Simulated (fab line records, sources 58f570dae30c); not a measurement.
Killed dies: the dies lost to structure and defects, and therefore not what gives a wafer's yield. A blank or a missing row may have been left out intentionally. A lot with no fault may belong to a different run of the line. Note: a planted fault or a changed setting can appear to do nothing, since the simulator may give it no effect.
Which of the tools did it?	flow berkeley-cmos170	7 lots, 21 wafers sampled, at 2 steps of a route of 331

== WHAT EACH GAUGE READ, for each wafer ==
UCB170_PSD_OVL_MEAS_07.
lot	measured	on	PSD_OVL (nm)
L245	day 8 09:13	overlay-02	-2 -5 -3
L247	day 8 09:16	overlay-01	-6 -7 -11
L249	day 9 06:22	overlay-01	2 7 5
L252	day 9 13:19	overlay-01	-165 -163 -159
L257	day 10 17:15	overlay-02	-12 0 -1
L260	day 11 09:16	overlay-01	9 4 12
L263	day 11 20:47	overlay-01	4 4 3

== EACH LOT AND THE TOOL THAT RAN IT (in order: tool; ch and the chambers of the sampled wafers; start) ==
lot	UCB170_PSD_EXPOSE_03
L245	krf-scanner-01 ch 0, day 8 08:37
L247	krf-scanner-01 ch 0, day 8 08:44
L249	krf-scanner-02 ch 0, day 9 05:13
L252	krf-scanner-01 ch 0, day 9 12:23
L257	krf-scanner-02 ch 0, day 10 16:20
L260	krf-scanner-02 ch 0, day 11 08:43
L263	krf-scanner-02 ch 0, day 11 19:53
- UCB170_PSD_EXPOSE_03: exposes mask PSELECT MOD, target cd 1200 nm.

== THE ANSWER, worked out from the rows above alone ==
Rule: what is usual is taken from the lots themselves. Put in order of their means at a reading, lots are off if they are a third of the lots or fewer, leave a main group of 4 or more, and stand apart from it by a gap of 3 or more times the standard deviation of the main group's means; of several such gaps the widest counts. Not used: any main group whose means are identical at the precision the tables above print for the reading. Also off: a lot with no number at a reading for which 4 or more lots have one. All remaining lots with rows at the step are treated as sound.
Off: at UCB170_PSD_OVL_MEAS_07 (PSD_OVL), L252. For the main group the mean is 0 nm and the standard deviation 5.8.
A tool fits if, at a process step before that reading, it ran every lot that is off, and no sound lot after the first of them. The gauges at UCB170_PSD_OVL_MEAS_07 are tried like those tools. One fits: UCB170_PSD_EXPOSE_03 on krf-scanner-01. A fault onset in the window from L247 (day 8 08:44, its last sound lot) to L252 (day 9 12:23, its first lot off) fits.

== WHAT THE SIMULATOR HAD PUT IN ==
Scanner matching overlay: krf-scanner-01, from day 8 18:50 on, at UCB170_PSD_EXPOSE_03. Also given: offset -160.
Struck lots among those shown: L252. This agrees with what the rule above found.
